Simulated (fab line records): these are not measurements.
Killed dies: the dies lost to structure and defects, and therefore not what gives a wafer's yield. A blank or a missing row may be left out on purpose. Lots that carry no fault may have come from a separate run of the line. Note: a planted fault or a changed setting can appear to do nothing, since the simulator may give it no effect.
One fault through the eyes of 2 desks -- flow rit_cmos -- every desk sees just its own numbers, and what lay behind them comes last

## DESK OF THE TOOL OWNER: rie_diel-03
The tool's own readings at RIT_SPACER_ETCHBACK_05 (etches Si3N4 in SF6/CHF3, stops on SiO2, target depth 250 nm, time 240 s): means of the sampled wafers that have a number, for each lot that ran on this tool. A lot is out of limits, marked OUT, if its mean lies more than 4 standard deviations from the usual mean; the brackets give that distance.
Columns: A = SF6_flow_sccm at RIT_SPACER_ETCHBACK_05, usual 30.00 sccm; B = drypump_motor_current_A at RIT_SPACER_ETCHBACK_05, usual 5.9 A; C = oes_product_au at RIT_SPACER_ETCHBACK_05, usual 0.841 a.u.; D = throttle_valve_pct at RIT_SPACER_ETCHBACK_05, usual 10.21 %
lot,first seen here,A,B,C,D
L437,day 3 00:05,29.96,5.9,0.856,10.32
L447,day 5 03:55,30.03,5.8,0.859,10.34
L448,day 5 12:13,29.97,5.8,0.852,10.23
Result from this desk: across the 3 lots, nothing is out of limits.

## THE METROLOGY DESK
What the gauges read, lot by lot, whatever tool the lot ran on: means of the sampled wafers that have a number. A lot is out of limits, marked OUT, if its mean lies more than 4 standard deviations from the usual mean; the brackets give that distance. Of its 10 readings 7 are shown: those that lie furthest out on some lot.
Columns: A = PLDD_OVL at RIT_PLDD_OVL_MEAS_06, usual 0.3 nm; B = SPACER_NITRIDE_THK at RIT_SPACER_THK_MEAS_04, usual 250.4 nm; C = NSD_TW at RIT_NSD_TW_MEAS_10, usual 3104; D = PSD_OVL at RIT_PSD_OVL_MEAS_06, usual 0.0 nm; E = PSD_TW at RIT_PSD_TW_MEAS_10, usual 3414; F = NSD_RS at RIT_SDANNEAL_RS_MEAS_05, usual 85.07 ohm/sq; G = PLDD_RS at RIT_SDANNEAL_RS_MEAS_06, usual 177.9 ohm/sq
lot,first seen here,A,B,C,D,E,F,G
L437,day 2 21:11,-1.1,253.5,3106,1.2,3396,84.69,178.0
L438,day 3 00:19,-1.6,250.9,3085,0.9,3403,85.22,178.6
L447,day 4 21:59,2.2,252.3,3111,-1.8,3409,85.07,177.8
L448,day 5 08:19,2.5,252.7,3082,0.7,3412,84.57,177.5
L457,day 6 23:30,0.4,251.4,3115,1.5,3469,84.79,177.8
L460,day 7 14:12,1.2,248.3,3129,0.1,3437,85.21,177.5
Result from this desk: across the 6 lots, nothing is out of limits.

## TAKEN TOGETHER
The desk of the tool owner found nothing out of limits.
Nothing out of limits was seen by the metrology desk.

## WHAT HAD BEEN PUT IN BY THE SIMULATOR
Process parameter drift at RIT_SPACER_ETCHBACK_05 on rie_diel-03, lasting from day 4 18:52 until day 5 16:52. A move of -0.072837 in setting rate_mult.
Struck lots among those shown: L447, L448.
